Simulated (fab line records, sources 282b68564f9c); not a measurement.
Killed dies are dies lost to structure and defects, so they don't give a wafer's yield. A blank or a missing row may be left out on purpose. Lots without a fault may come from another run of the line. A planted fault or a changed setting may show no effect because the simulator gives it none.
Split-lot experiment | flow rit_cmos | 5 lots, 23 wafers read, on a route of 202 steps

THE SPLIT
At RIT_NSD_SOFTBAKE_02 (time 60 s), the setting temp_c was moved away from the recipe's 90 C on 6 of the 23 wafers read, by -3.7% to +1.0%. The other wafers ran this setting at the recipe's value.

FROM THE SPLIT TO THE READING: what the file shows between them, 2 steps
- RIT_NSD_EXPOSE_03: exposes mask M9, target cd 40700 nm
- RIT_NSD_PEB_04

THE READING
NOVOLAK_of_NSD_COAT_01.thk_nm (the simulator's own value, which no gauge read), in nm, at RIT_NSD_DEVELOP_05 (develop time 50 s). The file gives no usual value for it. The 17 wafers here that ran the recipe average 985.0 nm, standard deviation 2.8 nm.

wafer  | tool, chamber at the split | temp_c as run, C | against the recipe | NOVOLAK_of_NSD_COAT_01.thk_nm, nm | against lot-mates on the recipe
L077.1 | litho_track-03, 0          | 90               | recipe             | 989.4                             | -
L077.3 | litho_track-03, 0          | 90               | recipe             | 985.5                             | -
L077.4 | litho_track-03, 0          | 90               | recipe             | 987.8                             | -
L077.5 | litho_track-03, 0          | 90               | recipe             | 990.3                             | -
L077.6 | litho_track-03, 0          | 90               | recipe             | 986.3                             | -
L080.1 | litho_track-01, 0          | 90               | recipe             | 979.7                             | -
L080.2 | litho_track-01, 0          | 90.94            | +1.0%              | 977.5                             | -2.9
L080.3 | litho_track-01, 0          | 90.94            | +1.0%              | 977.9                             | -2.5
L080.4 | litho_track-01, 0          | 90.94            | +1.0%              | 977                               | -3.4
L080.5 | litho_track-01, 0          | 90               | recipe             | 981                               | -
L081.1 | litho_track-01, 0          | 90               | recipe             | 983.6                             | -
L081.2 | litho_track-01, 0          | 90               | recipe             | 982                               | -
L081.4 | litho_track-01, 0          | 90               | recipe             | 986.4                             | -
L081.5 | litho_track-01, 0          | 90               | recipe             | 982.8                             | -
L081.6 | litho_track-01, 0          | 90               | recipe             | 982.8                             | -
L083.2 | litho_track-03, 0          | 86.69            | -3.7%              | 996.7                             | +12.0
L083.3 | litho_track-03, 0          | 86.69            | -3.7%              | 998.5                             | +13.8
L083.4 | litho_track-03, 0          | 86.69            | -3.7%              | 999.4                             | +14.6
L083.5 | litho_track-03, 0          | 90               | recipe             | 984.5                             | -
L083.6 | litho_track-03, 0          | 90               | recipe             | 985                               | -
L084.2 | litho_track-03, 0          | 90               | recipe             | 987.5                             | -
L084.5 | litho_track-03, 0          | 90               | recipe             | 984                               | -
L084.6 | litho_track-03, 0          | 90               | recipe             | 986.3                             | -

THE FIT
A straight line over all 23 wafers: NOVOLAK_of_NSD_COAT_01.thk_nm changes by -3.97 nm for each +1% of temp_c; r = -0.89; the points scatter about the line by 2.8 nm.
The same after taking each lot's own level away (the mean of its wafers on the recipe; 23 wafers): -3.56 nm for each +1%; r = -0.96; scatter 1.4 nm.
On that fit, the largest move of temp_c shifts the reading by 13 nm.
The lots' own levels span 980.35 to 987.86 nm, that is 2.7 times the standard deviation above.
So the lot-to-lot level changes the slope: the two fits differ.
Check: with one of the wafers moved furthest among these (-3.7%) left out of the fit, the line predicts +13.9 nm for it against its lot-mates. It came out at +12 nm against them.

OTHER SPLITS ON THESE WAFERS
These wafers also went through other splits before the reading. Each is held against what the fit with the lots' levels taken away leaves over:
other split on the same wafers | wafers away from the commonest value | r with NOVOLAK_of_NSD_COAT_01.thk_nm (lot level and that fit taken away)
RIT_SPACER_CVD_03 temp_c       | 10                                   | -0.05

THE FILE'S OWN FIT
NOVOLAK_of_NSD_COAT_01.thk_nm changes by -3.59 nm for each +1% of temp_c, r = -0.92.
